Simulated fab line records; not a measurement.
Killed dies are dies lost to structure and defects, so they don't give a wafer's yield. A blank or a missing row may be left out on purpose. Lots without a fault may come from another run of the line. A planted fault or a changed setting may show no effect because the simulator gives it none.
A struck lot beside a sound one	flow ritCmos	26 steps out of a route of 202
Sound: these wafers, L572.4, L572.5, L572.6. Wafers L564.4, L564.5, L564.6 were the ones struck. The cause is named last.
Order at every step that has rows: each side's tool, ch and its chambers, its first start. Under that, the readings that differ: sound wafers	struck wafers	difference of the means	sigmas: that difference in standard deviations of wafers without a fault.
alike: readings with means less than 2 such deviations apart, plus words and numbers identical on both sides. not compared: withheld readings, readings lacking a value on some wafer, bounds such as >300 that could conceal the same value, and numbers that have no deviation in the record and whose values overlap.
The two part at a step that has a row with sigmas, a row that says differs or no value, or rows on one side only. Numbers that have no deviation but don't overlap get no sigmas and don't part them. A reading missing from all wafers of one side parts the sides only when that side holds two or more wafers.

first, 1 step without rows for these wafers: RIT_SPACER_CVD_03 (deposits Si3N4 from SiH2Cl2/NH3, target thk 250 nm, time 3300 s).
RIT_SPACER_THK_MEAS_04:
  sound on filmMetro-04, day 5 19:11; struck on filmMetro-04, day 4 08:58
  alike: SPACER_NITRIDE_THK
RIT_SPACER_ETCHBACK_05: etches Si3N4 in SF6/CHF3, stops on SiO2, target depth 250 nm, time 240 s.
  sound on rieDiel-04 ch 0,1,3, day 5 19:17; struck on rieDiel-04 ch 0,1, day 4 08:59
  alike: SF6_flow_sccm, drypumpMotorCurrentA, oesProductAu, throttleValvePct
  not compared: rfHoursCounterH
then, 6 steps without rows for these wafers: RIT_NSD_HMDS_00 (prime time 60 s); RIT_NSD_COAT_01 (resist thk 1000 nm); RIT_NSD_SOFTBAKE_02 (time 60 s); RIT_NSD_EXPOSE_03 (exposes mask M9, target cd 40700 nm); RIT_NSD_PEB_04; RIT_NSD_DEVELOP_05 (develop time 50 s).
RIT_NSD_OVL_MEAS_06:
  sound on overlay-01, day 5 20:14; struck on overlay-02, day 4 10:01
  alike: NSD_OVL
then, 2 steps without rows for these wafers: RIT_NSD_HARDBAKE_07 (time 60 s); RIT_NSD_IMPLANT_08.
RIT_NSD_STRIP_09: strips in O2, time 180 s.
  sound on plasmaAsher-02 ch 0,1, day 5 20:36; struck on plasmaAsher-02 ch 0,1, day 4 10:23
  no value came back on the struck wafers for chamberPressureMTorr (mTorr), drypumpMotorCurrentA (A), timeS (s); on the sound wafers chamberPressureMTorr (mTorr) reads 3998 3991 4005
reading	sound	struck	difference	sigmas
model.NOVOLAK_of_NSD_COAT_01.thkNm (nm)	0 0 0	883.3 884.8 881.8	+883.3	
  not compared: rfHoursCounterH
RIT_NSD_TW_MEAS_10:
  sound on filmMetro-03, day 5 20:45; struck on filmMetro-03, day 4 10:32
  alike: NSD_TW
then, 6 steps without rows for these wafers: RIT_PSD_HMDS_00 (prime time 60 s); RIT_PSD_COAT_01 (resist thk 1000 nm); RIT_PSD_SOFTBAKE_02 (time 60 s); RIT_PSD_EXPOSE_03 (exposes mask M10, target cd 40900 nm); RIT_PSD_PEB_04; RIT_PSD_DEVELOP_05 (develop time 50 s).
RIT_PSD_OVL_MEAS_06:
  sound on overlay-02, day 5 21:39; struck on overlay-01, day 4 11:35
  alike: PSD_OVL
then, 2 steps without rows for these wafers: RIT_PSD_HARDBAKE_07 (time 60 s); RIT_PSD_IMPLANT_08.
RIT_PSD_STRIP_09: strips in O2, time 180 s.
  sound on plasmaAsher-01 ch 0,1, day 5 22:01; struck on plasmaAsher-01 ch 0,1, day 4 11:58
  alike: chamberPressureMTorr, drypumpMotorCurrentA
  not compared: rfHoursCounterH
RIT_PSD_TW_MEAS_10:
  sound on filmMetro-01, day 5 22:10; struck on filmMetro-01, day 4 12:07
reading	sound	struck	difference	sigmas
PSD_TW	3400 3437 3445	30 30 30	-3397	-81
then, 1 step without rows for these wafers: RIT_SDANNEAL_CLEAN_00 (cleans in SC1, time 600 s).

== WHERE THEY PART ==
At RIT_NSD_STRIP_09 first; at RIT_PSD_TW_MEAS_10 last (within this record only).

WHY: the cause the simulator had injected
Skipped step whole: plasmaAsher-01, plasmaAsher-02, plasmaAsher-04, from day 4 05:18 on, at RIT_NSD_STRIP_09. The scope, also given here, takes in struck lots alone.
